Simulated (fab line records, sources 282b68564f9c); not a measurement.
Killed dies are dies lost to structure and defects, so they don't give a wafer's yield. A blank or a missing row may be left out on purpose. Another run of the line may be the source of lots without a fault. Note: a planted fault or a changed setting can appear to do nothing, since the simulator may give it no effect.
A struck lot beside a sound one / flow rit cmos / 26 out of 202 route steps
Sound: wafers L312.1, L312.2, L312.3. Struck: wafers L324.3, L324.4, L324.5. Last of all comes the cause.
Per side, at each step with rows, come the tool, then ch with its chambers, and then its first start. Under that, the readings that differ: sound wafers / struck wafers / difference of the means / sigmas: that difference in standard deviations of wafers without a fault.
alike: readings with means less than 2 such deviations apart, plus words and numbers identical on both sides. not compared: withheld readings, readings lacking a value on some wafer, bounds such as >300 that could conceal the same value, and numbers that have no deviation in the record and whose values overlap.
The two part at a step that has a row with sigmas, a row that says differs or no value, or rows on one side only. Non-overlapping numbers with no deviation appear without sigmas and do not part them. A reading missing from all wafers of one side parts the sides only when that side holds two or more wafers.

first, 4 steps without rows for these wafers: RIT_CONTACT_SOFTBAKE_04 (time 60 s); RIT_CONTACT_EXPOSE_05 (exposes mask M11, target cd 1000 nm); RIT_CONTACT_PEB_06; RIT_CONTACT_DEVELOP_07 (develop time 120 s).
RIT_CONTACT_CD_MEAS_08 targets a cd of 1000 nm.
  sound on cd sem-01 at day 3 09:22; struck on cd sem-02 at day 5 19:59
  alike: cd nm
RIT_CONTACT_OVL_MEAS_09:
  sound on overlay-01 at day 3 09:29; struck on overlay-02 at day 5 20:05
  alike: CONTACT_OVL
then, 1 step without rows for these wafers: RIT_CONTACT_HARDBAKE_10 (time 60 s).
RIT_CONTACT_ETCH_11: etches SiO2 in CHF3/CF4/Ar, stops on TiSi2, target depth 480 nm, time 320 s.
  sound on rie diel-03 ch 0,1,3, day 3 09:40; struck on rie diel-01 ch 1,3, day 5 20:16
  alike: CHF3_flow_sccm, drypump motor current A, oes product au, throttle valve pct
  not compared: rf hours counter h
RIT_CONTACT_STRIP_12: strips in O2, time 180 s.
  sound on plasma asher-02 ch 0,1, day 3 09:52; struck on plasma asher-02 ch 0,1, day 5 20:31
  alike: drypump motor current A
  not compared: rf hours counter h
RIT_CONTACT_CD_MEAS_90 targets a cd of 1000 nm.
  sound on cd sem-01 at day 3 10:02; struck on cd sem-01 at day 5 20:40
  alike: cd nm
then, 2 steps without rows for these wafers: RIT_CONTACT_CLEAN_13 (cleans in SC1, time 600 s); RIT_CONTACT_CLEAN_14 (cleans in SC2, time 600 s).
RIT_M1_SPUTTER_00: material Al, target thk 400 nm, time 500 s.
  sound on pvd sputter-03 at day 3 10:30; struck on pvd sputter-03 at day 5 21:16
reading=model.Al_of_M1_SPUTTER_00.thk nm (nm); sound=406 404.5 402.5; struck=371.5 369.8 374.3; difference=-32.5; sigmas=
  alike: chamber pressure pa, throttle valve pct
RIT_M1_RS_MEAS_01: a four-point-probe measurement.
  sound on film metro-02 at day 3 10:48; struck on film metro-02 at day 5 21:53
reading=M1_AL_RS (ohm/sq); sound=0.0723 0.0728 0.0730; struck=0.0794 0.0797 0.0787; difference=+0.0066; sigmas=+10
  not compared: hold
RIT_M1_THK_MEAS_02: measures by xrf.
  sound on film metro-02 at day 3 10:55; struck on film metro-02 at day 5 23:20
reading=M1_AL_THK (nm); sound=410 411 406; struck=372 372 374; difference=-36; sigmas=-10
  not compared: hold
then, 5 steps without rows for these wafers: RIT_M1_COAT_04 (resist thk 1300 nm); RIT_M1_SOFTBAKE_05 (time 60 s); RIT_M1_EXPOSE_06 (exposes mask M12, target cd 2600 nm); RIT_M1_PEB_07; RIT_M1_DEVELOP_08 (develop time 68 s).
RIT_M1_CD_MEAS_09 targets a cd of 2600 nm.
  sound on cd sem-02 at day 3 12:04; struck on cd sem-01 at day 6 02:15
  alike: cd nm
RIT_M1_OVL_MEAS_10:
  sound on overlay-02 at day 3 12:11; struck on overlay-02 at day 6 02:20
  alike: M1_OVL
then, 1 step without rows for these wafers: RIT_M1_HARDBAKE_11 (time 120 s).
RIT_M1_METAL_ETCH_12: etches Al in Cl2/BCl3, stops on SiO2, time 165 s, target depth 600 nm.
  sound on rie metal-04 ch 0,1, day 3 12:29; struck on rie metal-04 ch 0,1, day 6 02:40
reading=oes product au (a.u.); sound=0.793 0.771 0.765; struck=0.729 0.744 0.744; difference=-0.037; sigmas=-4
  alike: drypump motor current A, throttle valve pct
  not compared: rf hours counter h
then, 1 step without rows for these wafers: RIT_M1_STRIP_13 (strips in nmp, time 600 s).
RIT_M1_PROBE_99:
  sound on prober-01 at day 3 15:31; struck on prober-02 at day 6 07:08
reading=hold; sound=- - -; struck=await dispo/1.9h/release await dispo/1.9h/release await dispo/1.9h/release; difference=no value on the sound wafers; sigmas=
  alike: defect limited yield, killed at contacts, killed at front end, killed dies, killed open, killed short, sort_bin_3_pad_short, sort_bin_5_function, sort_bin_6_memory, sort n pass, sort yield pct

## WHERE THEY PART
First at RIT_M1_RS_MEAS_01; last, within this record, at RIT_M1_PROBE_99.

WHY: what the simulator had put in
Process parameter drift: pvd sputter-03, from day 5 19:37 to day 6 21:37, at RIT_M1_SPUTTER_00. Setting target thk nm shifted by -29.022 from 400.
